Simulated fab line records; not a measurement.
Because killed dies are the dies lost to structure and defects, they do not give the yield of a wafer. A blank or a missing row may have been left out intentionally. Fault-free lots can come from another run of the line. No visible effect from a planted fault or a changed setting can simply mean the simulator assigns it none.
Which tool was responsible? ; flow berkeley_cmos170 ; 39 wafers from 13 lots sampled at 3 of the route's 331 steps

== WHAT THE GAUGES READ, wafer by wafer ==
UCB170_V1_THK_MEAS_01. Usual: V1_TEOS_THK typically reads 1999 nm, with standard deviation 28.
lot;measured;on;V1_TEOS_THK (nm);flag
L791;day 7 05:11;film_metro-03;1961 2006 2026;
L792;day 8 14:29;film_metro-04;1965 2021 1993;
L793;day 7 20:41;film_metro-02;1982 1968 1983;
L794;day 7 20:41;film_metro-04;1964 2028 2005;
L795;day 8 01:28;film_metro-04;2003 2052 2015;
L796;day 8 05:40;film_metro-04;1955 2005 2033;
L797;day 8 05:41;film_metro-03;1979 2025 2013;
L798;day 8 05:41;film_metro-02;2029 1996 2009;
L802;day 9 08:32;film_metro-04;2023 2019 1974;
L806;day 10 08:08;film_metro-04;2020 1967 2033;
L807;day 10 08:08;film_metro-03;1963 1950 1981;
L808;day 11 01:52;film_metro-02;1952 1976 1998;
L811;day 11 01:43;film_metro-02;1984 1956 2007;

UCB170_V2_OVL_MEAS_13. Usual: V2_OVL typically reads -1 nm, with standard deviation 5.2.
lot;measured;on;V2_OVL (nm);flag
L791;day 7 15:48;overlay-02;-3 -8 -8;
L792;day 8 22:04;overlay-02;4 10 7;
L793;day 8 04:56;overlay-02;1 2 9;
L794;day 8 04:40;overlay-01;-5 0 3;
L795;day 8 09:37;overlay-02;2 -2 -4;
L796;day 8 13:20;overlay-02;-7 -5 5;
L797;day 8 14:09;overlay-01;-6 -3 -4;
L798;day 8 14:24;overlay-02;-9 -5 -3;
L802;day 9 16:17;overlay-01;-1 1 -1;
L806;day 10 16:22;overlay-01;-2 -4 -5;
L807;day 10 16:06;overlay-01;-3 3 1;
L808;day 11 10:29;overlay-02;4 -3 -1;
L811;day 11 09:01;overlay-02;-9 -2 -3;

== WHICH TOOL RAN EACH LOT (tool, then ch and the chambers of the sampled wafers, then the start) ==
lot;UCB170_WELLDRIVE_WET_ETCH_04
L791;wet_bench-01 ch 0, day 3 14:18
L792;wet_bench-01 ch 3, day 3 23:59
L793;wet_bench-01 ch 0, day 4 09:47
L794;wet_bench-01 ch 0, day 4 09:47
L795;wet_bench-03 ch 1, day 4 16:31
L796;wet_bench-03 ch 1, day 5 04:07
L797;wet_bench-01 ch 3, day 5 05:28
L798;wet_bench-01 ch 1, day 5 05:28
L802;wet_bench-01 ch 2, day 6 01:59
L806;wet_bench-04 ch 3, day 6 17:57
L807;wet_bench-04 ch 1, day 6 17:57
L808;wet_bench-03 ch 1, day 7 08:58
L811;wet_bench-03 ch 1, day 7 15:52
- UCB170_WELLDRIVE_WET_ETCH_04: etches SiO2 in BOE, time 120 s.

== AS READ BY THE TOOLS THEMSELVES (means over the sampled wafers that have a number; for cases with no such wafer, the mark the record gives instead) ==
The record holds no such reading with a usual standard deviation.

== THE ANSWER, worked out from the rows above alone ==
Rule: take the mean of a lot's wafers that have a number; if it is more than 3 standard deviations from the usual mean, the lot is off. A lot without any number at a reading at which 4 lots or more have one is off too. Any other lot the step has rows for is counted as sound. Order of review: gauges by route order, followed by the tools' own readings, for which a lot's mean as printed above is used. At the first step where some lot is off, the reading lying furthest off is the one used; lots without a number count as furthest.
No lot is off on any of the readings shown, so nothing can be concluded from this.

== WHAT WAS PUT IN BY THE SIMULATOR ==
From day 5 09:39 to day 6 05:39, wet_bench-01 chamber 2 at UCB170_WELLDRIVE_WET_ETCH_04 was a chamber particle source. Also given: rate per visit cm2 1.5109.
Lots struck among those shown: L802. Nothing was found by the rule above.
